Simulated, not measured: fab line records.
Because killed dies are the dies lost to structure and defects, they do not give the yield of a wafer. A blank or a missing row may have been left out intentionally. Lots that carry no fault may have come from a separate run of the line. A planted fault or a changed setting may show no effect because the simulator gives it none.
A single fault, viewed from 2 desks | flow berkeley cmos170 | what lay behind the numbers comes last; until then each desk has only its own

FOR THE TOOL OWNER'S DESK: pecvd-03
The tool's own readings at UCB170_V1_CVD_00 (deposits SiO2 from TEOS/O2, target thk 2000 nm, time 250 s): means of the sampled wafers that have a number, for each lot that ran on this tool. A lot is out of limits, marked OUT, if its mean lies more than 4 standard deviations from the usual mean; the brackets give that distance.
Columns: A = heater power w at UCB170_V1_CVD_00, usual 246 W
lot  | first seen here | A
L991 | day 8 03:43     | 208
L992 | day 8 05:02     | 230
L993 | day 8 08:27     | 214
L996 | day 9 06:44     | 246
L107 | day 11 16:55    | 230
L108 | day 11 22:33    | 221
Finding of this desk: none of the 6 lots has anything out of limits.

THE METROLOGY DESK
Lot by lot, what the gauges showed, no matter which tool ran the lot: averages of those sampled wafers that carry a number. A lot is out of limits, marked OUT, if its mean lies more than 4 standard deviations from the usual mean; the brackets give that distance.
Columns: A = cd nm at UCB170_NSD_CD_MEAS_06, usual 1200.0 nm; B = V1_TEOS_THK at UCB170_V1_THK_MEAS_01, usual 1998 nm; C = M2_AL_THK at UCB170_M2_THK_MEAS_03, usual 913 nm
lot  | first seen here | A      | B              | C
L989 | day 7 15:59     | 1199.7 | 1990           | 903
L991 | day 7 16:31     | 1200.3 | 2031           | 915
L992 | day 7 17:06     | 1199.7 | 2036           | 916
L993 | day 7 20:53     | 1199.2 | 1672 (-14) OUT | 903
L990 | day 7 21:10     | 1200.6 | 2018           | 919
L996 | day 8 20:01     | 1199.4 | 1490 (-21) OUT | 918
L995 | day 8 20:36     | 1201.9 | 2002           | 902
L105 | day 10 19:17    | 1201.0 | 1993           | 910
L103 | day 10 19:35    | 1200.5 | 2007           | 908
L106 | day 11 04:53    | 1200.2 | 1994           | 916
L107 | day 11 05:10    | 1202.1 | 1996           | 921
L108 | day 11 11:47    | 1200.0 | 2007           | 911
L109 | day 11 12:02    | 1199.6 | 1984           | 899
L112 | day 12 15:16    | 1199.8 | 2003           | 917
This desk finds L993, L996 out of limits, with the earliest case on L993 at day 8 08:41 (V1_TEOS_THK at UCB170_V1_THK_MEAS_01). Within limits: L989, L991, L992, L990, L995, L105, L103, L106, L107, L108, L109, L112.

PUT TOGETHER
An alarm was possible from the metrology desk at day 8 08:41, on L993, L996.
The tool owner's desk saw nothing out of limits.
Tool owner's desk: L993, L996 on record, inside its limits.
UCB170_V1_CVD_00 was run on pecvd-03 by each of the lots named.

WHAT THE SIMULATOR PUT IN
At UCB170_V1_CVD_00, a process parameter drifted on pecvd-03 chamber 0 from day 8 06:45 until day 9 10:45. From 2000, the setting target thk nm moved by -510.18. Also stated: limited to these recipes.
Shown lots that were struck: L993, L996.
Delay in hours, fault start to first out-of-limits reading, per desk: metrology desk 2.
